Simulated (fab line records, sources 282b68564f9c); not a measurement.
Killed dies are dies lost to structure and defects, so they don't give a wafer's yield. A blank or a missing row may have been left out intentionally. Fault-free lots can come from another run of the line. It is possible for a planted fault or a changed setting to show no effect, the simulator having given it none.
A struck lot beside a sound one || flow rit-cmos || 21 out of 202 route steps
Sound: these wafers, L638.1, L638.3, L638.4. Struck: wafers L643.1, L643.4, L643.6. The cause is given at the end.
Each step with rows lists, per side, the tool, then ch with its chambers, then its first start. Under that, the readings that differ: sound wafers || struck wafers || difference of the means || sigmas: that difference in standard deviations of wafers without a fault.
alike: readings whose means differ by less than 2 such deviations, and words and numbers that are the same on both sides. not compared: withheld readings, readings that some wafer has no value for, bounds like >300 that may hide the same value, and numbers for which the record gives no deviation and whose values overlap.
A row with sigmas, a row that says differs or no value, or rows on one side alone: a step with any of these is where the two part. When numbers do not overlap yet have no deviation, they are printed without sigmas and do not part them. A reading missing from all wafers of one side parts the sides only when that side holds two or more wafers.

first, 6 steps without rows for these wafers: RIT_NLDD_HMDS_00 (prime time 60 s); RIT_NLDD_COAT_01 (resist thk 1000 nm); RIT_NLDD_SOFTBAKE_02 (time 60 s); RIT_NLDD_EXPOSE_03 (exposes mask M7, target cd 40700 nm); RIT_NLDD_PEB_04; RIT_NLDD_DEVELOP_05 (develop time 50 s).
RIT_NLDD_OVL_MEAS_06:
  sound on overlay-01 at day 3 20:53; struck on overlay-02 at day 4 23:14
{"reading": "NLDD_OVL (nm)", "sound": "2.5 2.6 2.5", "struck": "-0.2 0.6 -0.5", "difference": -2.6, "sigmas": -2}
then, 2 steps without rows for these wafers: RIT_NLDD_HARDBAKE_07 (time 60 s); RIT_NLDD_IMPLANT_08.
RIT_NLDD_STRIP_09: strips in O2, time 180 s.
  sound on plasma-asher-04 ch 0,1, day 3 21:13; struck on plasma-asher-03 ch 0,1, day 4 23:34
  alike: drypump-motor-current-A
  not compared: rf-hours-counter-h
RIT_NLDD_TW_MEAS_10:
  sound on film-metro-01 at day 3 21:24; struck on film-metro-01 at day 4 23:45
  alike: NLDD_TW
then, 1 step without rows for these wafers: RIT_PLDD_HMDS_00 (prime time 60 s).
RIT_PLDD_COAT_01: resist thk 1000 nm.
  sound on litho-track-02 ch 0, day 3 21:37; struck on litho-track-02 ch 0, day 4 23:58
{"reading": "spin-speed-rpm (rpm)", "sound": "3249.0 3249.7 3251.2", "struck": "3428.0 3422.7 3421.9", "difference": "+174.2", "sigmas": "+73"}
{"reading": "model.NOVOLAK_of_PLDD_COAT_01.thk-nm (nm)", "sound": "1008 1004 1007", "struck": "975.4 976.8 976.4", "difference": -30.1, "sigmas": ""}
then, 4 steps without rows for these wafers: RIT_PLDD_SOFTBAKE_02 (time 60 s); RIT_PLDD_EXPOSE_03 (exposes mask M8, target cd 40900 nm); RIT_PLDD_PEB_04; RIT_PLDD_DEVELOP_05 (develop time 50 s).
RIT_PLDD_OVL_MEAS_06:
  sound on overlay-02 at day 3 22:26; struck on overlay-02 at day 5 00:47
  alike: PLDD_OVL
RIT_PLDD_HARDBAKE_07: time 60 s.
  sound on litho-track-02 ch 0, day 3 22:29; struck on litho-track-02 ch 0, day 5 00:49
{"reading": "model.NOVOLAK_of_PLDD_COAT_01.thk-nm (nm)", "sound": "890.4 887.7 889.7", "struck": "862.2 863.5 863.2", "difference": -26.3, "sigmas": ""}
then, 2 steps without rows for these wafers: RIT_PLDD_IMPLANT_08; RIT_M1_PROBE_99.

## WHERE THEY PART
Last at RIT_PLDD_COAT_01 as far as this record goes, first at RIT_NLDD_OVL_MEAS_06. Later steps at which nothing parts them and some readings are alike: RIT_PLDD_OVL_MEAS_06.

WHY: what the simulator had put in
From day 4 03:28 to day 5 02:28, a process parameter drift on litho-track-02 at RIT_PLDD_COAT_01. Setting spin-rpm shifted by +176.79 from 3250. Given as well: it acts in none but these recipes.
